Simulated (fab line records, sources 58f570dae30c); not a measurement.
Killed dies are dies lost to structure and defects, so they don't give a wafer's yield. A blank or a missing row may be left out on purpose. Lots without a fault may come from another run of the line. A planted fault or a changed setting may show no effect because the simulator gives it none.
fab line records | flow berkeley_cmos170
record lots=5 wafers=23
route steps=331 shown V2@302 M3@314
start_h: hours from the record's first day to the start of the lot's first wafer shown | wait_h: hours since the lot's step before | " the same as in the row above | L1.1+2: a row that stands for several wafers | - no value, or no start given | * or withheld: withheld | < > ~ a bound
route shown NAME@n: a module of which the file shows steps, and the number in the route of the first | usual: mean/standard deviation of fault-free wafers | same: alike in all rows | chamber/n: place in a boat | sites: the reading at each site | _std_site: their standard deviation | _edge_site: outer sites' mean less inner sites' | radius_mm: how far each site lies from the wafer's centre | mask NAME#n: copy n | behind: the tool/chamber that last shaped the wafer | hold: why the lot was held/for how many hours/how that ended | device: the transistor (n, p or np) that didn't switch | end of line: the same wafers' tests at the end of the route | a step without rows: its recipe alone | killed: dies lost to structure and defects at the first sort, not the wafer's yield | map: a wafer's dies, x killed, . not, _ none there
set.NAME: the setting as run; set.NAME@STEP: as run at that earlier step | model.NAME: the simulator's own value behind a step, which no gauge read
lots whose settings were changed on purpose; a table a step, a row a wafer
## steps
# step UCB170_V2_PEB_10
# recipe peb_temp_c=130 peb_time_s=withheld resist=KrF
# columns lot.wafer tool chamber start_h wait_h set.peb_temp_c
L075.1+2+4+5+6 litho_track-02 0 162.42 0.4 130
L074.1+2+4+5+6 litho_track-04 0 162.59 0.1 130
L077.1+3 litho_track-04 0 175.14 0.5 128.4
L077.2+4+5 " 0 " " 130
L079.2+3+5 litho_track-02 0 175.70 0.4 132.6
L079.4+6 " 0 " " 130
L078.1+3+6 litho_track-04 0 175.97 0.2 130
# step UCB170_V2_DEVELOP_11
# recipe developer=TMAH develop_time_s=45 resist=KrF dev_temp_c=21
# step UCB170_V2_CD_MEAS_12
# recipe target_cd_nm=700
# usual cd_nm=700.1/1.2
# columns lot.wafer tool chamber start_h wait_h set.peb_temp_c@V2_PEB_10 cd_nm
L075.1 cd_sem-01 - 162.70 - 130 699.4
L075.2 " - " " 130 699.5
L075.4 " - " " 130 699.5
L075.5 " - " " 130 699.4
L075.6 " - " " 130 701.0
L074.1 cd_sem-02 - 162.87 - 130 698.6
L074.2 " - " " 130 698.4
L074.4 " - " " 130 699.0
L074.5 " - " " 130 697.8
L074.6 " - " " 130 698.7
L077.1 cd_sem-02 - 175.42 - 128.4 688.3
L077.2 " - " " 130 700.5
L077.3 " - " " 128.4 688.6
L077.4 " - " " 130 699.8
L077.5 " - " " 130 699.7
L079.2 cd_sem-01 - 175.97 - 132.6 715.3
L079.3 " - " " 132.6 715.7
L079.4 " - " " 130 699.4
L079.5 " - " " 132.6 714.6
L079.6 " - " " 130 700.3
L078.1 cd_sem-02 - 176.27 - 130 702.3
L078.3 " - " " 130 702.1
L078.6 " - " " 130 702.9
# step UCB170_V2_ETCH_14
# recipe chemistry=CHF3/CF4/Ar target=SiO2 stop_on=Al CHF3_flow_sccm=45 cf4_flow_sccm=15 Ar_flow_sccm=150 pressure_mtorr=200 rf_w=700 target_depth_a=12500 over_etch_frac=0.25 time_s=291
# columns lot.wafer tool chamber start_h wait_h set.peb_temp_c@V2_PEB_10 model.V2.cd_nm
L075.1+5 rie_diel-03 2,0 162.85 0.0 130 699.7
L075.2 " 0 " " 130 700.1
L075.4 " 2 " " 130 699.5
L075.6 " 2 " " 130 700.8
L074.1 rie_diel-04 2 163.02 0.0 130 699.3
L074.2 " 0 " " 130 698
L074.4 " 3 " " 130 698.7
L074.5 " 2 " " 130 698.4
L074.6 " 3 " " 130 699
L077.1 rie_diel-03 1 175.57 0.0 128.4 688.8
L077.2 " 2 " " 130 700.3
L077.3 " 0 " " 128.4 688.5
L077.4 " 3 " " 130 699.9
L077.5 " 1 " " 130 699.5
L079.2 rie_diel-04 3 176.10 0.0 132.6 715.4
L079.3 " 1 " " 132.6 716.6
L079.4 " 0 " " 130 699.6
L079.5 " 1 " " 132.6 716.1
L079.6 " 0 " " 130 700
L078.1 rie_diel-03 3 176.43 0.0 130 702.8
L078.3 " 1 " " 130 703.1
L078.6 " 0 " " 130 703.4
# step UCB170_V2_STRIP_15
# recipe chemistry=O2 power_w=400 pressure_mtorr=3500 platen_temp_c=withheld o2_flow_sccm=400 overash_fraction=0.5
# step UCB170_V2_CD_MEAS_90
# recipe target_cd_nm=700
# usual cd_nm=700.2/1.2
# columns lot.wafer tool chamber start_h wait_h set.peb_temp_c@V2_PEB_10 cd_nm
L075.1 cd_sem-01 - 163.22 0.1 130 699.7
L075.2 " - " " 130 700.2
L075.4 " - " " 130 699.1
L075.5 " - " " 130 699.8
L075.6 " - " " 130 701.1
L074.1 cd_sem-02 - 163.30 0.1 130 699.0
L074.2 " - " " 130 698.1
L074.4 " - " " 130 698.8
L074.5 " - " " 130 698.6
L074.6 " - " " 130 698.8
L077.1 cd_sem-02 - 175.85 0.1 128.4 688.7
L077.2 " - " " 130 700.3
L077.3 " - " " 128.4 688.6
L077.4 " - " " 130 699.7
L077.5 " - " " 130 699.4
L079.2 cd_sem-01 - 176.40 0.1 132.6 715.0
L079.3 " - " " 132.6 716.7
L079.4 " - " " 130 699.7
L079.5 " - " " 132.6 716.0
L079.6 " - " " 130 700.0
L078.1 cd_sem-01 - 176.71 0.1 130 702.6
L078.3 " - " " 130 703.1
L078.6 " - " " 130 703.5
# step UCB170_M3_COAT_05
# recipe resist=KrF spin_rpm=1500 resist_thk_nm=900
# columns lot.wafer tool chamber start_h wait_h set.spin_rpm model.KrF_of_M3_COAT_05.thk_nm
L075.1 litho_track-03 0 163.90 0.1 1419 927.1
L075.2 " 0 " " 1500 902.8
L075.4 " 0 " " 1500 901.1
L075.5 " 0 " " 1500 904.8
L075.6 " 0 " " 1419 930.6
L074.1 litho_track-04 0 164.15 0.1 1605 876.1
L074.2 " 0 " " 1500 900.9
L074.4 " 0 " " 1500 902.5
L074.5 " 0 " " 1605 872.7
L074.6 " 0 " " 1605 873.5
L077.1 litho_track-03 0 176.69 0.1 1500 907.7
L077.2 " 0 " " 1500 903.9
L077.3 " 0 " " 1500 908
L077.4 " 0 " " 1500 904.7
L077.5 " 0 " " 1500 906.1
L079.2 litho_track-04 0 177.26 0.1 1612 870.8
L079.3 " 0 " " 1612 868
L079.4 " 0 " " 1500 899.3
L079.5 " 0 " " 1500 899.9
L079.6 " 0 " " 1612 868.5
L078.1 litho_track-01 0 177.58 0.1 1500 904.9
L078.3 " 0 " " 1500 904.4
L078.6 " 0 " " 1500 903.5
# step UCB170_M3_SOFTBAKE_06
# recipe resist=KrF temp_c=130 time_s=60
# step UCB170_M3_STRIP_07
# recipe chemistry=O2 power_w=400 pressure_mtorr=3500 platen_temp_c=withheld o2_flow_sccm=400 overash_fraction=0.5
# usual strip_time_to_endpoint_s=22.02/0.06
# columns lot.wafer tool chamber start_h wait_h set.spin_rpm@M3_COAT_05 strip_time_to_endpoint_s
L075.1 plasma_asher-03 1 164.20 0.1 1419 22.60
L075.2 " 0 " " 1500 22.04
L075.4 " 0 " " 1500 22.00
L075.5 " 1 " " 1500 22.07
L075.6 " 0 " " 1419 22.71
L074.1 plasma_asher-01 0 164.45 0.1 1605 21.40
L074.2 " 1 " " 1500 21.99
L074.4 " 0 " " 1500 22.02
L074.5 " 0 " " 1605 21.32
L074.6 " 1 " " 1605 21.33
L077.1 plasma_asher-01 1 176.99 0.1 1500 22.14
L077.2 " 0 " " 1500 22.06
L077.3 " 0 " " 1500 22.16
L077.4 " 1 " " 1500 22.08
L077.5 " 0 " " 1500 22.11
L079.2 plasma_asher-02 0 177.53 0.1 1612 21.27
L079.3 " 1 " " 1612 21.21
L079.4 " 0 " " 1500 21.94
L079.5 " 1 " " 1500 21.96
L079.6 " 0 " " 1612 21.22
L078.1 plasma_asher-02 0 177.88 0.1 1500 22.09
L078.3 " 1 " " 1500 22.07
L078.6 " 1 " " 1500 22.04
# step UCB170_M3_METAL_ETCH_18
# recipe chemistry=Cl2/BCl3 target=Al stop_on=SiO2 pressure_mtorr=12 target_depth_a=11700 over_etch_frac=0.3 time_s=195 icp_w=600 bias_w=120 Cl2_flow_sccm=90 bcl3_flow_sccm=45
# columns lot.wafer tool chamber start_h wait_h set.icp_w model.KrF_of_M3_COAT_10.thk_nm model.SiO2_of_V2_CVD_00.thk_nm
L075.1 rie_metal-04 0 166.38 - 551.7 247.5 941
L075.2 " 0 " " 551.7 238.7 941.5
L075.4 " 0 " " 600 195.6 937
L075.5 " 0 " " 600 195 936.5
L075.6 " 0 " " 551.7 244.6 942.4
L074.1 rie_metal-02 0 166.65 - 647 166.5 933.2
L074.2 " 1 " " 647 162 936.8
L074.4 " 0 " " 600 217.5 938.6
L074.5 " 0 " " 647 166 933.4
L074.6 " 1 " " 600 211.7 938.7
L077.1 rie_metal-03 0 179.62 - 654.2 165.3 932.9
L077.2 " 1 " " 654.2 166.2 932.1
L077.3 " 0 " " 654.2 169.5 933.1
L077.4 " 1 " " 600 208.4 938.7
L077.5 " 0 " " 600 229.3 939.3
L079.2 rie_metal-02 1 179.96 - 633.5 181.2 935.7
L079.3 " 1 " " 600 211.3 938.6
L079.4 " 1 " " 633.5 180.7 937.5
L079.5 " 1 " " 600 210.8 938.4
L079.6 " 1 " " 600 216.7 939.3
L078.1 rie_metal-04 0 180.43 - 600 203.8 938.8
L078.3 " 0 " " 600 205 938.8
L078.6 " 0 " " 600 209.4 937.2
# step UCB170_M3_STRIP_19
# recipe chemistry=O2 power_w=400 pressure_mtorr=3500 platen_temp_c=withheld o2_flow_sccm=400 overash_fraction=0.5
# usual oes_product_au=0.542/0.0094
# columns lot.wafer tool chamber start_h wait_h set.icp_w@M3_METAL_ETCH_18 oes_product_au
L075.1 plasma_asher-03 0 166.75 0.3 551.7 0.578
L075.2 " 1 " " 551.7 0.573
L075.4 " 0 " " 600 0.531
L075.5 " 0 " " 600 0.526
L075.6 " 1 " " 551.7 0.577
L074.1 plasma_asher-02 1 166.84 0.1 647 0.487
L074.2 " 0 " " 647 0.496
L074.4 " 0 " " 600 0.544
L074.5 " 0 " " 647 0.485
L074.6 " 1 " " 600 0.544
L077.1 plasma_asher-03 1 179.81 0.1 654.2 0.498
L077.2 " 0 " " 654.2 0.491
L077.3 " 1 " " 654.2 0.503
L077.4 " 0 " " 600 0.533
L077.5 " 1 " " 600 0.556
L079.2 plasma_asher-02 1 180.27 0.2 633.5 0.506
L079.3 " 1 " " 600 0.545
L079.4 " 0 " " 633.5 0.515
L079.5 " 0 " " 600 0.543
L079.6 " 1 " " 600 0.554
L078.1 plasma_asher-01 1 180.93 0.4 600 0.545
L078.3 " 1 " " 600 0.539
L078.6 " 0 " " 600 0.547
## key
split step=UCB170_V2_PEB_10 setting=peb_temp_c stated=130 by=wafer
response step=UCB170_V2_CD_MEAS_12 reading=cd_nm change=+8.14 per=1% r=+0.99
response step=UCB170_V2_ETCH_14 reading=model.V2.cd_nm change=+8.39 per=1% r=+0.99
response step=UCB170_V2_CD_MEAS_90 reading=cd_nm change=+8.29 per=1% r=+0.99
split step=UCB170_M3_COAT_05 setting=spin_rpm stated=1500 by=wafer
response step=UCB170_M3_COAT_05 reading=model.KrF_of_M3_COAT_05.thk_nm change=-4.19 per=1% r=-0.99
response step=UCB170_M3_STRIP_07 reading=strip_time_to_endpoint_s change=* per=1% r=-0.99
split step=UCB170_M3_METAL_ETCH_18 setting=icp_w stated=600 by=wafer
response step=UCB170_M3_METAL_ETCH_18 reading=model.KrF_of_M3_COAT_10.thk_nm change=-5.97 per=1% r=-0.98
response step=UCB170_M3_METAL_ETCH_18 reading=model.SiO2_of_V2_CVD_00.thk_nm change=-0.592 per=1% r=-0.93
response step=UCB170_M3_STRIP_19 reading=oes_product_au change=-0.00604 per=1% r=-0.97
